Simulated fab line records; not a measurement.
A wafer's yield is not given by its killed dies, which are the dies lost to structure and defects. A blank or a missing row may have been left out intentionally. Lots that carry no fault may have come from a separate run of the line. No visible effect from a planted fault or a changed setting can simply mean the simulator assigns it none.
fab line records + flow rit_cmos
record:
- lots: 6
- wafers: 18
- last_day: 7
route steps=202 shown NLDD@111 PLDD@114 M1@202
lots that met no fault: taken from a fault-free run of the same line
start_h: start of the lot's first displayed wafer, in hours after the record's first day + wait_h: hours from the lot's prior step to this one + " same as the row above + L1.1+2: several wafers, shown together as one row + - no value present, or no start provided + * or withheld: withheld + < > ~ a bound
route shown NAME@n: NAME is a module with steps in the file, n the number in the route of the first one + usual: mean/standard deviation taken from wafers without a fault + same: alike in all rows + chamber/n: place in a boat + sites: each site's reading + _std_site: how widely they spread, as a standard deviation + _edge_site: mean of outer sites minus mean of inner sites + radius_mm: how far each site lies from the wafer's centre + mask NAME#n: copy n + behind: the last tool/chamber to shape the wafer + hold: cause of the lot's hold/its duration in hours/its outcome + device: names the non-switching transistor (n, p or np) + end of line: the route-end tests of the same wafers + a step with no rows: only its recipe + killed: not the wafer's yield, but the dies lost to structure and defects at the first sort + map: shows each die of a wafer: x if killed, . if not, _ if none is there
set.NAME: the setting that was run; set.NAME@STEP: the one run at that earlier step + model.NAME: the simulator's own value behind a step, which no gauge read
lots seen at some steps along the route; tables by step, rows by wafer
services: from which hour (start_h, from the record's first day; less than 0 if before it) a tool's chamber was out of use, for how many hours, and why
== steps ==
step: RIT_NLDD_IMPLANT_08
recipe:
- species: P
- energy_kev: 20
- dose_cm2: 5e+14
- tilt_deg: 7
step: RIT_NLDD_STRIP_09
recipe:
- chemistry: O2
- time_s: 180
- resist: NOVOLAK
- platen_temp_c: withheld
- power_w: 500
- pressure_mtorr: 4000
- o2_flow_sccm: 4000
usual:
- chamber_pressure_mTorr: 4000/3.6
- drypump_motor_current_A: 5.66/0.26
| lot.wafer | tool            | chamber | start_h | wait_h | chamber_pressure_mTorr | drypump_motor_current_A | rf_hours_counter_h |
|-----------|-----------------|---------|---------|--------|------------------------|-------------------------|--------------------|
| L670.1    | plasma_asher-04 | 0       | 77.59   | 0.1    | 4003                   | 5.25                    | 44                 |
| L670.3    | "               | 0       | "       | "      | 4004                   | 5.23                    | -                  |
| L670.6    | "               | 1       | "       | "      | 3995                   | 5.80                    | -                  |
| L674.1    | plasma_asher-03 | 1       | 89.56   | 0.1    | 3995                   | 5.72                    | 44                 |
| L674.4    | "               | 0       | "       | "      | 4003                   | 5.37                    | -                  |
| L674.5    | "               | 1       | "       | "      | 4001                   | 5.72                    | -                  |
| L678.2    | plasma_asher-04 | 0       | 112.52  | 0.1    | 4006                   | 5.25                    | 48                 |
| L678.4    | "               | 1       | "       | "      | 4000                   | 5.85                    | -                  |
| L678.6    | "               | 0       | "       | "      | 3999                   | 5.20                    | -                  |
| L679.1    | plasma_asher-02 | 1       | 116.88  | 0.1    | 4002                   | 6.01                    | 33                 |
| L679.4    | "               | 0       | "       | "      | 3999                   | 5.76                    | -                  |
| L679.6    | "               | 1       | "       | "      | 4006                   | 6.01                    | -                  |
| L685.2    | plasma_asher-02 | 0       | 141.25  | 0.1    | 3998                   | 5.75                    | 36                 |
| L685.4    | "               | 0       | "       | "      | 4004                   | 5.79                    | -                  |
| L685.5    | "               | 1       | "       | "      | 4001                   | 6.00                    | -                  |
| L686.1    | plasma_asher-03 | 1       | 145.12  | 0.1    | 4002                   | 5.72                    | 3                  |
| L686.2    | "               | 0       | "       | "      | 3995                   | 5.40                    | 3                  |
| L686.3    | "               | 1       | "       | "      | 3994                   | 5.77                    | -                  |
step: RIT_NLDD_TW_MEAS_10
usual:
- NLDD_TW: 2480/15
| lot.wafer | tool          | chamber | start_h | wait_h | NLDD_TW |
|-----------|---------------|---------|---------|--------|---------|
| L670.1    | film_metro-03 | -       | 77.76   | 0.1    | 2502    |
| L670.3    | "             | -       | "       | "      | 2490    |
| L670.6    | "             | -       | "       | "      | 2495    |
| L674.1    | film_metro-01 | -       | 89.73   | 0.1    | 2460    |
| L674.4    | "             | -       | "       | "      | 2459    |
| L674.5    | "             | -       | "       | "      | 2455    |
| L678.2    | film_metro-01 | -       | 112.71  | 0.1    | 2468    |
| L678.4    | "             | -       | "       | "      | 2463    |
| L678.6    | "             | -       | "       | "      | 2471    |
| L679.1    | film_metro-03 | -       | 117.06  | 0.1    | 2484    |
| L679.4    | "             | -       | "       | "      | 2480    |
| L679.6    | "             | -       | "       | "      | 2486    |
| L685.2    | film_metro-01 | -       | 141.44  | 0.1    | 2482    |
| L685.4    | "             | -       | "       | "      | 2467    |
| L685.5    | "             | -       | "       | "      | 2485    |
| L686.1    | film_metro-01 | -       | 145.29  | 0.1    | 2478    |
| L686.2    | "             | -       | "       | "      | 2480    |
| L686.3    | "             | -       | "       | "      | 2478    |
step: RIT_PLDD_HMDS_00
recipe:
- prime_time_s: 60
- prime_temp_c: 140
step: RIT_PLDD_COAT_01
recipe:
- resist: NOVOLAK
- spin_rpm: 3250
- resist_thk_nm: 1000
step: RIT_PLDD_SOFTBAKE_02
recipe:
- resist: NOVOLAK
- temp_c: 90
- time_s: 60
step: RIT_PLDD_EXPOSE_03
recipe:
- mask_id: M8
- na: 0.57
- target_cd_nm: 40900
- dose_mj: 250
step: RIT_PLDD_PEB_04
recipe:
- resist: NOVOLAK
- temp_c: withheld
- time_s: withheld
step: RIT_PLDD_DEVELOP_05
recipe:
- resist: NOVOLAK
- develop_time_s: 50
- dev_temp_c: 23
step: RIT_PLDD_OVL_MEAS_06
usual:
- PLDD_OVL: 0.3/1.5
| lot.wafer | tool       | chamber | start_h | wait_h | PLDD_OVL[nm] |
|-----------|------------|---------|---------|--------|--------------|
| L670.1    | overlay-02 | -       | 78.67   | -      | -1.7         |
| L670.3    | "          | -       | "       | "      | -1.7         |
| L670.6    | "          | -       | "       | "      | -1.6         |
| L674.1    | overlay-01 | -       | 90.90   | -      | -1.2         |
| L674.4    | "          | -       | "       | "      | -1.4         |
| L674.5    | "          | -       | "       | "      | -1.1         |
| L678.2    | overlay-01 | -       | 113.62  | -      | -0.2         |
| L678.4    | "          | -       | "       | "      | 1.0          |
| L678.6    | "          | -       | "       | "      | -0.6         |
| L679.1    | overlay-01 | -       | 118.18  | -      | 3.1          |
| L679.4    | "          | -       | "       | "      | 1.0          |
| L679.6    | "          | -       | "       | "      | 2.2          |
| L685.2    | overlay-01 | -       | 142.75  | -      | 2.1          |
| L685.4    | "          | -       | "       | "      | 2.8          |
| L685.5    | "          | -       | "       | "      | 3.7          |
| L686.1    | overlay-02 | -       | 146.20  | -      | 1.4          |
| L686.2    | "          | -       | "       | "      | 2.6          |
| L686.3    | "          | -       | "       | "      | 3.0          |
step: RIT_PLDD_HARDBAKE_07
recipe:
- resist: NOVOLAK
- temp_c: 140
- time_s: 60
step: RIT_PLDD_IMPLANT_08
recipe:
- species: BF2
- energy_kev: 20
- dose_cm2: 9e+14
- tilt_deg: 7
step: RIT_PLDD_STRIP_09
recipe:
- chemistry: O2
- time_s: 180
- resist: NOVOLAK
- platen_temp_c: withheld
- power_w: 500
- pressure_mtorr: 4000
- o2_flow_sccm: 4000
usual:
- chamber_pressure_mTorr: 4000/3.1
- drypump_motor_current_A: 5.72/0.29
| lot.wafer | tool            | chamber | start_h | wait_h | chamber_pressure_mTorr | drypump_motor_current_A | rf_hours_counter_h | model.NOVOLAK_of_PLDD_COAT_01.thk_nm |
|-----------|-----------------|---------|---------|--------|------------------------|-------------------------|--------------------|--------------------------------------|
| L670.1    | plasma_asher-01 | 1       | 79.01   | 0.1    | 3998                   | 6.08                    | 41                 | 0                                    |
| L670.3    | "               | 1       | "       | "      | 4000                   | 6.07                    | -                  | 0                                    |
| L670.6    | "               | 0       | "       | "      | 3993                   | 5.73                    | -                  | 0                                    |
| L674.1    | plasma_asher-02 | 1       | 91.24   | 0.1    | 3994                   | 6.02                    | 29                 | 0                                    |
| L674.4    | "               | 0       | "       | "      | 4001                   | 5.80                    | -                  | 0                                    |
| L674.5    | "               | 0       | "       | "      | 3998                   | 5.77                    | -                  | 0                                    |
| L678.2    | plasma_asher-01 | 1       | 113.95  | 0.1    | -                      | -                       | -                  | 884.3                                |
| L678.4    | "               | 1       | "       | "      | -                      | -                       | -                  | 886.2                                |
| L678.6    | "               | 1       | "       | "      | -                      | -                       | -                  | 885.6                                |
| L679.1    | plasma_asher-01 | 1       | 118.51  | 0.1    | -                      | -                       | -                  | 883.9                                |
| L679.4    | "               | 0       | "       | "      | -                      | -                       | -                  | 886.3                                |
| L679.6    | "               | 0       | "       | "      | -                      | -                       | -                  | 886.1                                |
| L685.2    | plasma_asher-04 | 0       | 143.08  | 0.1    | 3998                   | 5.26                    | 51                 | 0                                    |
| L685.4    | "               | 0       | "       | "      | 4005                   | 5.22                    | -                  | 0                                    |
| L685.5    | "               | 1       | "       | "      | 4004                   | 5.80                    | -                  | 0                                    |
| L686.1    | plasma_asher-02 | 1       | 146.54  | 0.1    | 3999                   | 6.00                    | 36                 | 0                                    |
| L686.2    | "               | 0       | "       | "      | 3995                   | 5.76                    | 36                 | 0                                    |
| L686.3    | "               | 0       | "       | "      | 3999                   | 5.77                    | -                  | 0                                    |
step: RIT_PLDD_TW_MEAS_10
usual:
- PLDD_TW: 2344/13
| lot.wafer | tool          | chamber | start_h | wait_h | PLDD_TW |
|-----------|---------------|---------|---------|--------|---------|
| L670.1    | film_metro-02 | -       | 79.18   | 0.1    | 2352    |
| L670.3    | "             | -       | "       | "      | 2343    |
| L670.6    | "             | -       | "       | "      | 2337    |
| L674.1    | film_metro-02 | -       | 91.42   | 0.1    | 2336    |
| L674.4    | "             | -       | "       | "      | 2347    |
| L674.5    | "             | -       | "       | "      | 2350    |
| L678.2    | film_metro-03 | -       | 114.13  | 0.1    | 2335    |
| L678.4    | "             | -       | "       | "      | 2345    |
| L678.6    | "             | -       | "       | "      | 2343    |
| L679.1    | film_metro-03 | -       | 118.69  | 0.1    | 2347    |
| L679.4    | "             | -       | "       | "      | 2335    |
| L679.6    | "             | -       | "       | "      | 2332    |
| L685.2    | film_metro-02 | -       | 143.27  | 0.1    | 2361    |
| L685.4    | "             | -       | "       | "      | 2349    |
| L685.5    | "             | -       | "       | "      | 2348    |
| L686.1    | film_metro-02 | -       | 146.71  | 0.1    | 2350    |
| L686.2    | "             | -       | "       | "      | 2339    |
| L686.3    | "             | -       | "       | "      | 2342    |
step: RIT_M1_PROBE_99
usual:
- killed_at_contacts: 0.1/0.37
- killed_at_front_end: 6.9/2.9
- killed_dies: 7.1/2.9
- killed_on_rim: 1.9/1.4
- killed_open: 3.3/1.8
- killed_short: 3.6/2.2
same:
- gross_dies: 264
- killed_at_M0_to_M3: 0
- killed_at_M4_up: 0
- killed_at_back_side: 0
- killed_at_other: 0
| lot.wafer | tool      | chamber | start_h | wait_h | killed_at_contacts | killed_at_front_end | killed_dies | killed_on_rim | killed_open | killed_short |
|-----------|-----------|---------|---------|--------|--------------------|---------------------|-------------|---------------|-------------|--------------|
| L670.1    | prober-01 | -       | 92.90   | 0.1    | 0                  | 3                   | 3           | 1             | 2           | 1            |
| L670.3    | prober-01 | -       | 93.00   | 0.2    | 0                  | 6                   | 6           | 1             | 3           | 3            |
| L670.6    | prober-01 | -       | 93.15   | 0.2    | 0                  | 5                   | 5           | 3             | 4           | 1            |
| L674.1    | prober-01 | -       | 106.96  | 0.1    | 0                  | 4                   | 4           | 0             | 3           | 1            |
| L674.4    | prober-01 | -       | 107.11  | 0.2    | 0                  | 7                   | 7           | 2             | 4           | 3            |
| L674.5    | prober-01 | -       | 107.16  | 0.2    | 1                  | 12                  | 13          | 3             | 7           | 6            |
| L678.2    | prober-01 | -       | 128.03  | 0.1    | 0                  | 264                 | 264         | 70            | 4           | 2            |
| L678.4    | prober-01 | -       | 128.13  | 0.2    | 0                  | 264                 | 264         | 70            | 2           | 2            |
| L678.6    | prober-01 | -       | 128.23  | 0.2    | 0                  | 264                 | 264         | 70            | 1           | 5            |
| L679.1    | prober-02 | -       | 131.97  | 0.1    | 0                  | 264                 | 264         | 70            | 5           | 4            |
| L679.4    | prober-02 | -       | 132.12  | 0.2    | 0                  | 264                 | 264         | 70            | 6           | 3            |
| L679.6    | prober-02 | -       | 132.22  | 0.2    | 0                  | 264                 | 264         | 70            | 4           | 6            |
| L685.2    | prober-02 | -       | 158.21  | 0.1    | 0                  | 4                   | 4           | 1             | 1           | 3            |
| L685.4    | prober-02 | -       | 158.31  | 0.2    | 1                  | 1                   | 2           | 0             | 0           | 1            |
| L685.5    | prober-02 | -       | 158.36  | 0.2    | 1                  | 5                   | 6           | 2             | 1           | 4            |
| L686.1    | prober-01 | -       | 160.18  | 0.1    | 0                  | 9                   | 9           | 1             | 2           | 7            |
| L686.2    | prober-01 | -       | 160.23  | 0.1    | 0                  | 9                   | 9           | 2             | 3           | 6            |
| L686.3    | prober-01 | -       | 160.28  | 0.2    | 0                  | 3                   | 3           | 0             | 2           | 1            |
killed by level:class
L670.1 GATE:geometric_particle:short=1 GATE:geometric_particle:open=1 REOX:geometric_particle:open=1
L670.3 FOX1:geometric_particle:short=1 FOX1:geometric_particle:open=1 FOX2:geometric_particle:open=1 GATE:geometric_particle:short=1 SPACER:geometric_particle:short=1 SILICIDE:geometric_particle:open=1
L670.6 FOX2:geometric_particle:open=2 SILICIDE:geometric_particle:open=2 GATE:geometric_particle:short=1
L674.1 GATE:geometric_particle:open=2 GATE:geometric_particle:short=1 SILICIDE:geometric_particle:open=1
L674.4 SPACER:geometric_particle:short=2 ACTIVE:geometric_particle:short=1 FOX1:geometric_particle:open=1 GATE:geometric_particle:open=1 REOX:geometric_particle:open=1 SPACER:geometric_particle:open=1
L674.5 GATE:geometric_particle:open=5 GATE:geometric_particle:short=4 SPACER:geometric_particle:short=1 SPACER:geometric_particle:open=1 SILICIDE:geometric_particle:short=1 CONTACT:geometric_particle:open=1
L678.2 SPACER:area_cvd=258 GATE:geometric_particle:open=3 SPACER:geometric_particle:short=1 SPACER:geometric_particle:open=1 SILICIDE:geometric_particle:short=1
L678.4 SPACER:area_cvd=260 GATE:geometric_particle:open=2 GATE:geometric_particle:short=1 REOX:geometric_particle:short=1
L678.6 SPACER:area_cvd=258 FOX2:geometric_particle:short=2 FOX1:geometric_particle:open=1 GATE:geometric_particle:short=1 REOX:geometric_particle:short=1 SILICIDE:geometric_particle:short=1
L679.1 SPACER:area_cvd=255 SPACER:geometric_particle:open=3 FOX1:geometric_particle:short=2 FOX1:geometric_particle:open=1 GATE:geometric_particle:open=1 GATE:geometric_particle:short=1 SPACER:geometric_particle:short=1
L679.4 SPACER:area_cvd=255 GATE:geometric_particle:open=2 SILICIDE:geometric_particle:open=2 FOX1:geometric_particle:open=1 GATE:geometric_particle:short=1 SPACER:geometric_particle:open=1 SPACER:geometric_particle:short=1 SILICIDE:geometric_particle:short=1
L679.6 SPACER:area_cvd=254 FOX1:geometric_particle:open=3 GATE:geometric_particle:short=2 SPACER:geometric_particle:short=2 FOX1:geometric_particle:short=1 SPACER:geometric_particle:open=1 SILICIDE:geometric_particle:short=1
L685.2 GATE:geometric_particle:short=2 FOX2:geometric_particle:open=1 SILICIDE:geometric_particle:short=1
L685.4 GATE:geometric_particle:short=1 CONTACT:coat_microbubble_printed=1
L685.5 GATE:geometric_particle:short=2 GATE:geometric_particle:open=1 REOX:geometric_particle:short=1 SILICIDE:geometric_particle:short=1 CONTACT:coat_microbubble_printed=1
L686.1 FOX1:geometric_particle:short=2 SPACER:geometric_particle:short=2 GATE:geometric_particle:short=1 REOX:geometric_particle:open=1 REOX:geometric_particle:short=1 SPACER:geometric_particle:open=1 STARTING-WAFER:geometric_particle:short=1
L686.2 FOX2:geometric_particle:short=3 REOX:geometric_particle:short=2 GATE:geometric_particle:short=1 GATE:geometric_particle:open=1 REOX:geometric_particle:open=1 SILICIDE:geometric_particle:open=1
L686.3 FOX2:geometric_particle:open=1 GATE:geometric_particle:open=1 REOX:geometric_particle:short=1
map L678.2 (x killed, . not)
________xxxxxxx_______
_____xxxxxxxxxxxxx____
____xxxxxxxxxxxxxxx___
___xxxxxxxxxxxxxxxxx__
__xxxxxxxxxxxxxxxxxxx_
__xxxxxxxxxxxxxxxxxxx_
_xxxxxxxxxxxxxxxxxxxxx
_xxxxxxxxxxxxxxxxxxxxx
_xxxxxxxxxxxxxxxxxxxxx
_xxxxxxxxxxxxxxxxxxxxx
__xxxxxxxxxxxxxxxxxxx_
__xxxxxxxxxxxxxxxxxxx_
___xxxxxxxxxxxxxxxxx__
____xxxxxxxxxxxxxxx___
_____xxxxxxxxxxxxx____
________xxxxxxx_______
map L679.1 (x killed, . not)
________xxxxxxx_______
_____xxxxxxxxxxxxx____
____xxxxxxxxxxxxxxx___
___xxxxxxxxxxxxxxxxx__
__xxxxxxxxxxxxxxxxxxx_
__xxxxxxxxxxxxxxxxxxx_
_xxxxxxxxxxxxxxxxxxxxx
_xxxxxxxxxxxxxxxxxxxxx
_xxxxxxxxxxxxxxxxxxxxx
_xxxxxxxxxxxxxxxxxxxxx
__xxxxxxxxxxxxxxxxxxx_
__xxxxxxxxxxxxxxxxxxx_
___xxxxxxxxxxxxxxxxx__
____xxxxxxxxxxxxxxx___
_____xxxxxxxxxxxxx____
________xxxxxxx_______
== services ==
| tool            | chamber | start_h | hours | kind       |
|-----------------|---------|---------|-------|------------|
| plasma_asher-02 | -       | 58.08   | 9.8   | repair     |
| plasma_asher-02 | -       | 67.84   | 9.9   | pm         |
| plasma_asher-04 | -       | 94.35   | 2.1   | repair     |
| plasma_asher-04 | -       | 100.74  | 0.8   | repair     |
| plasma_asher-03 | -       | 108.75  | 9.0   | pm         |
| plasma_asher-03 | 0       | 108.75  | 9.0   | vent_cycle |
| plasma_asher-03 | 1       | 108.75  | 9.0   | vent_cycle |
| plasma_asher-03 | 0       | 117.75  | -     | clean      |
| plasma_asher-03 | 1       | 117.75  | -     | clean      |
== key ==
first_sign:
- step: RIT_PLDD_STRIP_09
- reading: tool_record
- direction: missing
effect:
- step: RIT_M1_PROBE_99
- reading: killed_at_front_end
- direction: up
- sigmas: 90
- usual: 6.9
- struck: 264
model_effect:
- step: RIT_PLDD_STRIP_09
- value: NOVOLAK_of_PLDD_COAT_01.thk_nm
- without: 0
- struck: 885.4
more_kills_born_at:
- RIT_SPACER_CVD_03@lpcvd-01: 1540
met_at RIT_PLDD_STRIP_09
struck_wafers L678.2,L678.4,L678.6,L679.1,L679.4,L679.6
later_rows_left_out L678.2,L678.4,L678.6,L679.1,L679.4,L679.6
tester_left_out L678,L679
onset_between 79.01 113.95
fault:
- kind: skipped_step_whole
- tool: plasma_asher-01
- chamber: -
- onset_h: 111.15
- steps: RIT_PLDD_STRIP_09
- scope: struck_lots_only
tester_left_out: of these lots the tester's yield and bins aren't shown, on N5 and GAA mostly nor the transistor test; their killed dies are dies lost to structure and defects alone, not to doping, threshold or leakage, so they don't give the yield
later_rows_left_out: the simulator's readings of these wafers behind a module that went badly wrong aren't trusted and aren't shown, but for the sort
